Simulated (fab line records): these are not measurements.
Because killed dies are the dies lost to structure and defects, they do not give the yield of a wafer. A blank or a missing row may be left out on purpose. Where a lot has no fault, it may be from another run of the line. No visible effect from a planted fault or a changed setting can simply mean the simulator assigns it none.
fab line records	flow rit-cmos	part 1 of 2: steps 1 to 30 of 43
record lots=5	wafers=15	last-day=6
route steps=202 shown NSD@136 PSD@142 SDANNEAL@153 PLDD@159 NLDD@160 SILICIDE@161 CONTACT@168
lots untouched by any fault: they come from a run of this same line in which no faults occurred
start-h: the number of hours between the record's first day and the start of the first shown wafer of the lot	wait-h: hours from the lot's prior step to this one	" the same as in the row above	L1.1+2: one row covering several wafers at once	- no value present, or no start provided	* or withheld: withheld	< > ~ a bound
route shown NAME@n: a module of which the file shows steps, and the number in the route of the first	usual: average and standard deviation across the fault-free wafers	same: alike in all rows	chamber/n: place in a boat	sites: each site's reading	_std_site: standard deviation of those values	_edge_site: the outer-site mean with the inner-site mean subtracted	radius-mm: for every site, how far away it sits from the centre of the wafer	mask NAME#n: copy n	behind: the last tool/chamber to shape the wafer	hold: cause of the lot's hold/its duration in hours/its outcome	device: the n, p or np transistor that did not switch	end of line: tests run on the same wafers once the route is complete	a step given without rows: its recipe and nothing more	killed: count of dies lost to structure and defects at first sort (not the wafer's yield)	map: shows each die of a wafer: x if killed, . if not, _ if none is there
set.NAME: the setting as run; set.NAME@STEP: as run at that earlier step	model.NAME: the simulator's own value behind a step, which no gauge read
certain route steps with their lots: each step a table, each wafer a row
services: a tool's chamber out of use, with start hour (start-h, from the record's first day; less than 0 if before it), hours out, and reason
## steps
# step RIT_NSD_DEVELOP_05
# recipe resist=NOVOLAK	develop-time-s=50	dev-temp-c=23
lot.wafer	tool	chamber	start-h	wait-h
L075.3+5+6	litho-track-04	0	-	-
L077.2+5+6	litho-track-03	0	-	-
L081.2+4+6	litho-track-04	0	-	-
L084.1+3+6	litho-track-02	0	-	-
L092.2+4+6	litho-track-04	0	-	-
# step RIT_NSD_OVL_MEAS_06
# usual NSD_OVL=0.2/1.3
lot.wafer	tool	chamber	start-h	wait-h	NSD_OVL[nm]
L075.3	overlay-02	-	52.24	-	-1.7
L075.5	"	-	"	"	-0.5
L075.6	"	-	"	"	-1.1
L077.2	overlay-02	-	63.82	-	-2.1
L077.5	"	-	"	"	0.8
L077.6	"	-	"	"	-0.5
L081.2	overlay-01	-	82.93	-	-1.7
L081.4	"	-	"	"	-2.8
L081.6	"	-	"	"	-2.4
L084.1	overlay-02	-	101.04	-	1.3
L084.3	"	-	"	"	1.8
L084.6	"	-	"	"	1.3
L092.2	overlay-02	-	138.30	-	-1.6
L092.4	"	-	"	"	-1.0
L092.6	"	-	"	"	0.2
# step RIT_NSD_HARDBAKE_07
# recipe resist=NOVOLAK	temp-c=140	time-s=60
lot.wafer	tool	chamber	start-h	wait-h
L075.3+5+6	litho-track-02	0	52.31	0.1
L077.2+5+6	litho-track-03	0	63.88	0.0
L081.2+4+6	litho-track-02	0	82.99	0.0
L084.1+3+6	litho-track-03	0	101.29	0.2
L092.2+4+6	litho-track-02	0	138.36	0.0
# step RIT_NSD_IMPLANT_08
# recipe species=P	energy-kev=25	dose-cm2=9.916e+14	tilt-deg=7
# usual beam-energy-keV=24.999/0.0075
lot.wafer	tool	chamber	start-h	wait-h	beam-energy-keV
L075.3	implanter-03	0	52.46	0.1	24.988
L075.5	"	0	"	"	24.990
L075.6	"	0	"	"	24.998
L077.2	implanter-02	0	64.03	0.1	25.007
L077.5	"	0	"	"	25.000
L077.6	"	0	"	"	25.011
L081.2	implanter-01	0	83.14	0.1	25.009
L081.4	"	0	"	"	25.001
L081.6	"	0	"	"	24.999
L084.1	implanter-03	0	101.44	0.1	25.011
L084.3	"	0	"	"	25.001
L084.6	"	0	"	"	25.005
L092.2	implanter-02	0	138.51	0.1	25.000
L092.4	"	0	"	"	25.004
L092.6	"	0	"	"	25.002
# step RIT_NSD_STRIP_09
# recipe chemistry=O2	time-s=180	resist=NOVOLAK	platen-temp-c=withheld	power-w=500	pressure-mtorr=4000	o2-flow-sccm=4000
# usual drypump-motor-current-A=5.7/0.61
lot.wafer	tool	chamber	start-h	wait-h	drypump-motor-current-A	rf-hours-counter-h
L075.3	plasma-asher-01	1	52.62	0.1	4.8	-
L075.5	"	1	"	"	4.8	-
L075.6	"	0	"	"	5.4	-
L077.2	plasma-asher-02	1	64.15	0.1	6.5	26
L077.5	"	1	"	"	6.5	-
L077.6	"	0	"	"	6.0	-
L081.2	plasma-asher-03	1	83.26	0.1	4.9	45
L081.4	"	0	"	"	5.7	-
L081.6	"	0	"	"	5.7	-
L084.1	plasma-asher-02	1	101.59	0.1	6.5	30
L084.3	"	0	"	"	6.0	-
L084.6	"	1	"	"	6.5	-
L092.2	plasma-asher-02	1	138.63	0.1	6.5	35
L092.4	"	0	"	"	6.0	-
L092.6	"	0	"	"	6.0	-
# step RIT_NSD_TW_MEAS_10
# usual NSD_TW=3104/15
lot.wafer	tool	chamber	start-h	wait-h	NSD_TW
L075.3	film-metro-02	-	52.75	0.1	3075
L075.5	"	-	"	"	3093
L075.6	"	-	"	"	3088
L077.2	film-metro-04	-	64.34	0.1	3131
L077.5	"	-	"	"	3126
L077.6	"	-	"	"	3108
L081.2	film-metro-02	-	83.45	0.1	3099
L081.4	"	-	"	"	3078
L081.6	"	-	"	"	3107
L084.1	film-metro-01	-	101.76	0.1	3096
L084.3	"	-	"	"	3124
L084.6	"	-	"	"	3113
L092.2	film-metro-04	-	138.82	0.1	3108
L092.4	"	-	"	"	3098
L092.6	"	-	"	"	3093
# step RIT_PSD_HMDS_00
# recipe prime-time-s=60	prime-temp-c=140
lot.wafer	tool	chamber	start-h	wait-h
L075.3+5+6	litho-track-02	0	52.84	0.1
L077.2+5+6	litho-track-04	0	64.41	0.1
L081.2+4+6	litho-track-01	0	83.52	0.1
L084.1+3+6	litho-track-01	0	101.82	0.1
L092.2+4+6	litho-track-02	0	138.89	0.1
# step RIT_PSD_COAT_01
# recipe resist=NOVOLAK	spin-rpm=3250	resist-thk-nm=1000
lot.wafer	tool	chamber	start-h	wait-h
L075.3+5+6	litho-track-02	0	52.99	0.1
L077.2+5+6	litho-track-04	0	64.56	0.1
L081.2+4+6	litho-track-01	0	83.67	0.1
L084.1+3+6	litho-track-01	0	101.97	0.1
L092.2+4+6	litho-track-02	0	139.04	0.1
# step RIT_PSD_SOFTBAKE_02
# recipe resist=NOVOLAK	temp-c=90	time-s=60
lot.wafer	tool	chamber	start-h	wait-h
L075.3+5+6	litho-track-02	0	53.14	0.1
L077.2+5+6	litho-track-04	0	64.71	0.1
L081.2+4+6	litho-track-01	0	83.82	0.1
L084.1+3+6	litho-track-01	0	102.12	0.1
L092.2+4+6	litho-track-02	0	139.19	0.1
# step RIT_PSD_EXPOSE_03
# recipe mask-id=M10	na=0.57	target-cd-nm=40900	dose-mj=250
# usual reticle-temp-C=23.01/0.11	stage-vel-mm-s=499.96/0.22
# same na=0.57
lot.wafer	tool	chamber	start-h	wait-h	mask	reticle-temp-C	stage-vel-mm-s
L075.3	iline-stepper-02	0	53.28	0.1	M10#0	23.07	499.88
L075.5	"	0	"	"	M10#0	22.84	500.33
L075.6	"	0	"	"	M10#0	22.88	499.92
L077.2	iline-stepper-02	0	64.86	0.1	M10#0	23.06	499.61
L077.5	"	0	"	"	M10#0	23.17	500.07
L077.6	"	0	"	"	M10#0	22.97	499.84
L081.2	iline-stepper-02	0	83.97	0.1	M10#0	22.94	499.68
L081.4	"	0	"	"	M10#0	22.91	499.92
L081.6	"	0	"	"	M10#0	22.91	500.00
L084.1	iline-stepper-02	0	102.27	0.1	M10#0	23.11	499.88
L084.3	"	0	"	"	M10#0	23.13	499.88
L084.6	"	0	"	"	M10#0	23.19	500.13
L092.2	iline-stepper-01	0	139.46	0.2	M10#0	22.94	499.85
L092.4	"	0	"	"	M10#0	23.07	499.92
L092.6	"	0	"	"	M10#0	23.03	499.82
# step RIT_PSD_PEB_04
# recipe resist=NOVOLAK	temp-c=withheld	time-s=withheld
lot.wafer	tool	chamber	start-h	wait-h
L075.3+5+6	litho-track-01	0	53.41	0.1
L077.2+5+6	litho-track-04	0	64.98	0.1
L081.2+4+6	litho-track-02	0	84.09	0.1
L084.1+3+6	litho-track-02	0	102.63	0.3
L092.2+4+6	litho-track-02	0	139.58	0.1
# step RIT_PSD_DEVELOP_05
# recipe resist=NOVOLAK	develop-time-s=50	dev-temp-c=23
lot.wafer	tool	chamber	start-h	wait-h
L075.3+5+6	litho-track-01	0	-	-
L077.2+5+6	litho-track-04	0	-	-
L081.2+4+6	litho-track-02	0	-	-
L084.1+3+6	litho-track-02	0	-	-
L092.2+4+6	litho-track-02	0	-	-
# step RIT_PSD_OVL_MEAS_06
# usual PSD_OVL=0.0/1.3
lot.wafer	tool	chamber	start-h	wait-h	PSD_OVL[nm]
L075.3	overlay-01	-	53.66	-	0.6
L075.5	"	-	"	"	1.1
L075.6	"	-	"	"	1.0
L077.2	overlay-02	-	65.24	-	1.3
L077.5	"	-	"	"	0.7
L077.6	"	-	"	"	1.0
L081.2	overlay-01	-	84.35	-	-1.3
L081.4	"	-	"	"	-3.5
L081.6	"	-	"	"	-0.7
L084.1	overlay-01	-	102.91	-	-2.4
L084.3	"	-	"	"	-0.6
L084.6	"	-	"	"	-2.5
L092.2	overlay-01	-	139.85	-	-0.3
L092.4	"	-	"	"	-1.0
L092.6	"	-	"	"	-0.6
# step RIT_PSD_HARDBAKE_07
# recipe resist=NOVOLAK	temp-c=140	time-s=60
lot.wafer	tool	chamber	start-h	wait-h
L075.3+5+6	litho-track-02	0	53.73	0.1
L077.2+5+6	litho-track-04	0	65.30	0.0
L081.2+4+6	litho-track-01	0	84.41	0.0
L084.1+3+6	litho-track-01	0	103.00	0.1
L092.2+4+6	litho-track-04	0	139.90	0.0
# step RIT_PSD_IMPLANT_08
# recipe species=BF2	energy-kev=27	dose-cm2=5e+15	tilt-deg=7
# usual beam-energy-keV=26.999/0.0089
lot.wafer	tool	chamber	start-h	wait-h	beam-energy-keV
L075.3	implanter-03	0	53.88	0.1	27.003
L075.5	"	0	"	"	26.999
L075.6	"	0	"	"	27.003
L077.2	implanter-04	0	65.45	0.1	26.995
L077.5	"	0	"	"	26.999
L077.6	"	0	"	"	26.989
L081.2	implanter-02	0	84.56	0.1	27.002
L081.4	"	0	"	"	27.002
L081.6	"	0	"	"	26.990
L084.1	implanter-04	0	103.15	0.1	27.014
L084.3	"	0	"	"	27.014
L084.6	"	0	"	"	27.009
L092.2	implanter-03	0	140.05	0.1	27.010
L092.4	"	0	"	"	27.006
L092.6	"	0	"	"	26.996
# step RIT_PSD_STRIP_09
# recipe chemistry=O2	time-s=180	resist=NOVOLAK	platen-temp-c=withheld	power-w=500	pressure-mtorr=4000	o2-flow-sccm=4000
# usual drypump-motor-current-A=5.8/0.6
lot.wafer	tool	chamber	start-h	wait-h	drypump-motor-current-A	rf-hours-counter-h
L075.3	plasma-asher-01	1	54.04	0.1	4.8	-
L075.5	"	1	"	"	4.8	-
L075.6	"	0	"	"	5.4	-
L077.2	plasma-asher-02	0	65.57	0.1	6.0	27
L077.5	"	1	"	"	6.5	-
L077.6	"	0	"	"	6.0	-
L081.2	plasma-asher-02	1	84.68	0.1	6.5	29
L081.4	"	0	"	"	6.0	-
L081.6	"	1	"	"	6.5	-
L084.1	plasma-asher-04	0	103.30	0.1	6.2	46
L084.3	"	0	"	"	6.2	-
L084.6	"	0	"	"	6.1	-
L092.2	plasma-asher-02	1	140.18	0.1	6.5	35
L092.4	"	0	"	"	6.0	-
L092.6	"	0	"	"	6.0	-
# step RIT_PSD_TW_MEAS_10
# usual PSD_TW=3414/21
lot.wafer	tool	chamber	start-h	wait-h	PSD_TW
L075.3	film-metro-02	-	54.18	0.1	3400
L075.5	"	-	"	"	3404
L075.6	"	-	"	"	3406
L077.2	film-metro-02	-	65.76	0.1	3391
L077.5	"	-	"	"	3393
L077.6	"	-	"	"	3396
L081.2	film-metro-04	-	84.87	0.1	3442
L081.4	"	-	"	"	3448
L081.6	"	-	"	"	3444
L084.1	film-metro-02	-	103.48	0.1	3402
L084.3	"	-	"	"	3413
L084.6	"	-	"	"	3413
L092.2	film-metro-01	-	140.36	0.1	3420
L092.4	"	-	"	"	3411
L092.6	"	-	"	"	3405
# step RIT_SDANNEAL_CLEAN_00
# recipe chemistry=SC1	mix=3:3:50	time-s=600	temp-c=75
# usual bath-guard-temp-C=75.2/0.64
lot.wafer	tool	chamber	start-h	wait-h	bath-guard-temp-C
L075.3	wet-bench-03	2	54.22	0.0	74.4
L075.5	"	2	"	"	74.7
L075.6	"	2	"	"	74.7
L077.2	wet-bench-03	2	65.81	0.0	75.0
L077.5	"	2	"	"	74.9
L077.6	"	2	"	"	74.5
L081.2	wet-bench-01	1	84.92	0.0	74.9
L081.4	"	1	"	"	74.8
L081.6	"	1	"	"	75.0
L084.1	wet-bench-04	2	103.54	0.1	76.4
L084.3	"	2	"	"	76.3
L084.6	"	2	"	"	76.4
L092.2	wet-bench-04	2	140.41	0.0	76.6
L092.4	"	2	"	"	76.4
L092.6	"	2	"	"	76.2
# step RIT_SDANNEAL_CLEAN_01
# recipe chemistry=dHF	dilution=50:1	time-s=30
lot.wafer	tool	chamber	start-h	wait-h
L075.3+5+6	wet-bench-01	0	54.39	0.0
L077.2+5+6	wet-bench-01	3	65.98	0.0
L081.2+4+6	wet-bench-03	0	85.09	0.0
L084.1+3+6	wet-bench-04	1	103.73	0.0
L092.2+4+6	wet-bench-03	0	140.59	0.0
# step RIT_SDANNEAL_CLEAN_02
# recipe chemistry=SC2	mix=3:3:50	time-s=600	temp-c=75	dry=n2-spin
# usual bath-guard-temp-C=75.1/0.49
lot.wafer	tool	chamber	start-h	wait-h	bath-guard-temp-C
L075.3	wet-bench-04	3	54.41	0.0	75.0
L075.5	"	3	"	"	75.0
L075.6	"	3	"	"	75.2
L077.2	wet-bench-04	0	66.00	0.0	74.6
L077.5	"	0	"	"	74.6
L077.6	"	0	"	"	74.6
L081.2	wet-bench-04	1	85.11	0.0	74.6
L081.4	"	1	"	"	74.9
L081.6	"	1	"	"	74.6
L084.1	wet-bench-03	0	103.75	0.0	74.8
L084.3	"	0	"	"	75.0
L084.6	"	0	"	"	74.9
L092.2	wet-bench-01	1	140.60	0.0	74.9
L092.4	"	1	"	"	74.9
L092.6	"	1	"	"	74.7
# step RIT_SDANNEAL_RTA_03
# recipe temp-c=1050	time-s=5	idle-temp-c=600	ramp-up-c-per-s=342	ramp-down-c-per-s=171	cool-to-c=600	ambient=N2
# usual chamber-o2-ppm=2.004/0.019	wafer_temp_C_max=1053.6/1.1
lot.wafer	tool	chamber	start-h	wait-h	chamber-o2-ppm	wafer_temp_C_max
L075.3	rtp-anneal-02	0	54.60	0.0	1.992	1053.1
L075.5	"	0	"	"	1.998	1054.4
L075.6	"	0	"	"	2.010	1051.0
L077.2	rtp-anneal-02	0	66.18	0.0	2.005	1052.8
L077.5	"	0	"	"	1.997	1055.1
L077.6	"	0	"	"	1.988	1055.1
L081.2	rtp-anneal-02	0	85.30	0.0	1.991	1053.3
L081.4	"	0	"	"	2.010	1051.3
L081.6	"	0	"	"	1.970	1052.3
L084.1	rtp-anneal-02	0	103.94	0.0	2.023	1054.0
L084.3	"	0	"	"	2.026	1054.1
L084.6	"	0	"	"	2.009	1053.2
L092.2	rtp-anneal-02	0	140.79	0.0	2.005	1052.6
L092.4	"	0	"	"	2.023	1053.4
L092.6	"	0	"	"	2.048	1051.2
# step RIT_SDANNEAL_RS_MEAS_04
# recipe thk-meas-gauge=four-point-probe
# usual PSD_RS=115.8/0.3
lot.wafer	tool	chamber	start-h	wait-h	PSD_RS[ohm/sq]
L075.3	film-metro-04	-	54.68	0.1	115.9
L075.5	"	-	"	"	116.5
L075.6	"	-	"	"	116.1
L077.2	film-metro-01	-	66.25	0.1	115.5
L077.5	"	-	"	"	115.4
L077.6	"	-	"	"	115.6
L081.2	film-metro-02	-	85.36	0.1	115.1
L081.4	"	-	"	"	115.6
L081.6	"	-	"	"	115.4
L084.1	film-metro-04	-	104.06	0.1	115.8
L084.3	"	-	"	"	115.8
L084.6	"	-	"	"	115.8
L092.2	film-metro-01	-	140.86	0.1	116.1
L092.4	"	-	"	"	116.0
L092.6	"	-	"	"	115.4
# step RIT_SDANNEAL_RS_MEAS_05
# recipe thk-meas-gauge=four-point-probe
# usual NSD_RS=85.07/0.28
lot.wafer	tool	chamber	start-h	wait-h	NSD_RS[ohm/sq]
L075.3	film-metro-04	-	54.80	0.1	85.29
L075.5	"	-	"	"	85.08
L075.6	"	-	"	"	85.29
L077.2	film-metro-01	-	66.37	0.1	85.36
L077.5	"	-	"	"	85.11
L077.6	"	-	"	"	85.36
L081.2	film-metro-02	-	85.48	0.1	84.72
L081.4	"	-	"	"	84.95
L081.6	"	-	"	"	84.73
L084.1	film-metro-04	-	104.18	0.1	84.91
L084.3	"	-	"	"	85.01
L084.6	"	-	"	"	85.29
L092.2	film-metro-01	-	140.98	0.1	84.88
L092.4	"	-	"	"	85.16
L092.6	"	-	"	"	84.90
# step RIT_SDANNEAL_RS_MEAS_06
# recipe thk-meas-gauge=four-point-probe
# usual PLDD_RS=177.9/0.48
lot.wafer	tool	chamber	start-h	wait-h	PLDD_RS[ohm/sq]
L075.3	film-metro-04	-	54.92	0.1	178.7
L075.5	"	-	"	"	178.8
L075.6	"	-	"	"	178.4
L077.2	film-metro-01	-	66.49	0.1	177.6
L077.5	"	-	"	"	177.7
L077.6	"	-	"	"	177.7
L081.2	film-metro-02	-	85.60	0.1	177.2
L081.4	"	-	"	"	177.5
L081.6	"	-	"	"	177.3
L084.1	film-metro-04	-	104.30	0.1	177.8
L084.3	"	-	"	"	177.8
L084.6	"	-	"	"	177.7
L092.2	film-metro-01	-	141.10	0.1	177.4
L092.4	"	-	"	"	177.6
L092.6	"	-	"	"	177.6
# step RIT_SDANNEAL_RS_MEAS_07
# recipe thk-meas-gauge=four-point-probe
# usual NLDD_RS=151.5/0.48
lot.wafer	tool	chamber	start-h	wait-h	NLDD_RS[ohm/sq]
L075.3	film-metro-04	-	55.04	0.1	152.4
L075.5	"	-	"	"	152.1
L075.6	"	-	"	"	151.9
L077.2	film-metro-01	-	66.61	0.1	150.7
L077.5	"	-	"	"	151.1
L077.6	"	-	"	"	151.0
L081.2	film-metro-02	-	85.72	0.1	151.4
L081.4	"	-	"	"	151.3
L081.6	"	-	"	"	150.8
L084.1	film-metro-04	-	104.42	0.1	152.5
L084.3	"	-	"	"	152.2
L084.6	"	-	"	"	153.1
L092.2	film-metro-01	-	141.22	0.1	151.2
L092.4	"	-	"	"	151.2
L092.6	"	-	"	"	151.3
# step RIT_SILICIDE_WET_ETCH_00
# recipe chemistry=BOE	target=SiO2	target-depth-nm=14	time-s=15.5	dry=n2-spin	dilution=10:1	temp-c=21.5
lot.wafer	tool	chamber	start-h	wait-h
L075.3+5+6	wet-bench-03	2	55.12	0.1
L077.2+5+6	wet-bench-03	0	66.71	0.1
L081.2+4+6	wet-bench-02	2	85.82	0.1
L084.1+3+6	wet-bench-02	3	104.54	0.1
L092.2+4+6	wet-bench-03	3	141.32	0.1
# step RIT_SILICIDE_SPUTTER_01
# recipe material=Ti	target-thk-nm=30	power-w=350	chamber-pressure-pa=0.667	gas=Ar	time-s=240	substrate-temp-c=25
# usual throttle-valve-pct=29.7/0.73
lot.wafer	tool	chamber	start-h	wait-h	throttle-valve-pct
L075.3	pvd-sputter-01	-	55.13	0.0	29.1
L075.5	"	-	"	"	30.3
L075.6	"	-	"	"	30.7
L077.2	pvd-sputter-01	-	66.73	0.0	30.8
L077.5	"	-	"	"	30.8
L077.6	"	-	"	"	28.8
L081.2	pvd-sputter-01	-	85.84	0.0	30.8
L081.4	"	-	"	"	29.1
L081.6	"	-	"	"	29.1
L084.1	pvd-sputter-02	-	104.55	0.0	30.2
L084.3	"	-	"	"	28.7
L084.6	"	-	"	"	28.8
L092.2	pvd-sputter-02	-	141.33	0.0	29.8
L092.4	"	-	"	"	28.9
L092.6	"	-	"	"	28.8
# step RIT_SILICIDE_RS_MEAS_02
# recipe thk-meas-gauge=four-point-probe	reads=Ti_of_SILICIDE_SPUTTER_01
# usual SILICIDE_TI_RS=47.9/0.68
lot.wafer	tool	chamber	start-h	wait-h	SILICIDE_TI_RS[ohm/sq]
L075.3	film-metro-03	-	55.32	0.1	48.4
L075.5	"	-	"	"	48.0
L075.6	"	-	"	"	47.3
L077.2	film-metro-04	-	66.90	0.1	46.6
L077.5	"	-	"	"	46.7
L077.6	"	-	"	"	46.6
L081.2	film-metro-03	-	86.01	0.1	48.1
L081.4	"	-	"	"	47.9
L081.6	"	-	"	"	48.7
L084.1	film-metro-04	-	104.70	0.1	48.2
L084.3	"	-	"	"	48.4
L084.6	"	-	"	"	48.5
L092.2	film-metro-04	-	141.50	0.1	48.0
L092.4	"	-	"	"	48.2
L092.6	"	-	"	"	47.8
# step RIT_SILICIDE_THK_MEAS_03
# recipe thk-meas-gauge=xrf	reads=Ti_of_SILICIDE_SPUTTER_01
# usual SILICIDE_TI_THK=30.0/0.33
lot.wafer	tool	chamber	start-h	wait-h	SILICIDE_TI_THK[nm]
L075.3	film-metro-03	-	55.42	0.1	29.8
L075.5	"	-	"	"	29.8
L075.6	"	-	"	"	30.3
L077.2	film-metro-04	-	67.01	0.1	30.6
L077.5	"	-	"	"	30.6
L077.6	"	-	"	"	30.6
L081.2	film-metro-03	-	86.12	0.1	30.1
L081.4	"	-	"	"	30.2
L081.6	"	-	"	"	29.7
L084.1	film-metro-04	-	104.82	0.1	29.9
L084.3	"	-	"	"	29.8
L084.6	"	-	"	"	29.8
L092.2	film-metro-04	-	141.61	0.1	29.7
L092.4	"	-	"	"	29.8
L092.6	"	-	"	"	30.0
# step RIT_SILICIDE_RTA_04
# recipe temp-c=650	time-s=10	idle-temp-c=25	ramp-up-s=5	ramp-down-s=5	cool-to-c=25	ambient=N2
# usual chamber-o2-ppm=1.998/0.02	wafer_temp_C_max=653.3/1.6
lot.wafer	tool	chamber	start-h	wait-h	chamber-o2-ppm	wafer_temp_C_max
L075.3	rtp-anneal-01	0	55.48	0.1	1.991	654.2
L075.5	"	0	"	"	2.006	655.7
L075.6	"	0	"	"	1.979	654.4
L077.2	rtp-anneal-01	0	67.07	0.1	2.019	653.6
L077.5	"	0	"	"	1.984	655.5
L077.6	"	0	"	"	1.992	655.4
L081.2	rtp-anneal-01	0	86.18	0.1	2.006	654.8
L081.4	"	0	"	"	2.012	655.0
L081.6	"	0	"	"	1.971	654.2
L084.1	rtp-anneal-02	0	104.88	0.1	1.981	652.0
L084.3	"	0	"	"	1.962	651.9
L084.6	"	0	"	"	2.026	651.9
L092.2	rtp-anneal-01	0	141.67	0.1	1.993	655.7
L092.4	"	0	"	"	1.964	655.1
L092.6	"	0	"	"	1.983	653.6
